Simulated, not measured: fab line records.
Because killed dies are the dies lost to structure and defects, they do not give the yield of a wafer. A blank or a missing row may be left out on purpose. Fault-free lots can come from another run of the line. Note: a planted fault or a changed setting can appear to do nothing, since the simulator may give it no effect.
One fault seen from 2 desks	flow berkeleyCmos170	every desk sees just its own numbers, and what lay behind them comes last

THE METROLOGY DESK
Means of the sampled wafers that have a number, per lot and without regard to the tool the lot ran on: this is what the gauges read. If a lot's mean is further than 4 standard deviations from the usual mean, the lot is out of limits and carries the mark OUT (the distance appears in the brackets).
Columns: A = SILICIDE_TI_RS at UCB170_SILICIDE_RS_MEAS_02, usual 26.8 ohm/sq; B = cdNm at UCB170_CONTACT_CD_MEAS_90, usual 699.4 nm; C = M1_AL_RS at UCB170_M1_RS_MEAS_01, usual 0.0482 ohm/sq
lot	first seen here	A	B	C
L923	day 5 22:55	27.1	695.5	0.0472
L926	day 7 08:23	26.8	699.0	0.0482
L928	day 7 08:42	26.8	701.4	0.0486
L925	day 7 08:48	26.8	701.2	0.0485
L929	day 8 01:31	26.8	697.7	0.0488
L931	day 8 11:53	26.6	698.8	0.0473
L936	day 9 14:56	27.0	698.7	0.0486
L939	day 10 08:24	27.2	697.8	0.0477
L940	day 10 12:26	26.5	701.3	0.0481
L941	day 10 23:06	27.0	701.0	0.0477
L943	day 11 01:44	26.6	699.8	0.0474
L944	day 11 12:51	26.4	699.2	0.0473
L946	day 11 13:23	27.0	699.4	0.0478
Result from this desk: across the 13 lots, nothing is out of limits.

FOR THE TOOL OWNER'S DESK: rieDiel-04
The tool's own readings at UCB170_V1_ETCH_14 (etches SiO2 in CHF3/CF4/Ar, stops on Al, target depth 1250 nm, time 291 s): means of the sampled wafers that have a number, for each lot that ran on this tool. If a lot's mean is further than 4 standard deviations from the usual mean, the lot is out of limits and carries the mark OUT (the distance appears in the brackets).
Columns: A = CHF3_flow_sccm at UCB170_V1_ETCH_14, usual 44.98 sccm; B = drypumpMotorCurrentA at UCB170_V1_ETCH_14, usual 5.8 A; C = oesProductAu at UCB170_V1_ETCH_14, usual 0.872 a.u.; D = throttleValvePct at UCB170_V1_ETCH_14, usual 6.95 %
lot	first seen here	A	B	C	D
L925	day 7 22:44	44.91	5.6	0.872	6.99
L928	day 8 01:38	44.96	5.5	0.878	6.97
L931	day 9 03:38	45.15	5.5	0.865	6.97
L936	day 10 10:23	45.00	5.2	0.871	6.88
Result from this desk: across the 4 lots, nothing is out of limits.

TAKEN TOGETHER
Metrology desk: nothing out of limits seen.
The desk of the tool owner found nothing out of limits.

WHAT HAD BEEN PUT IN BY THE SIMULATOR
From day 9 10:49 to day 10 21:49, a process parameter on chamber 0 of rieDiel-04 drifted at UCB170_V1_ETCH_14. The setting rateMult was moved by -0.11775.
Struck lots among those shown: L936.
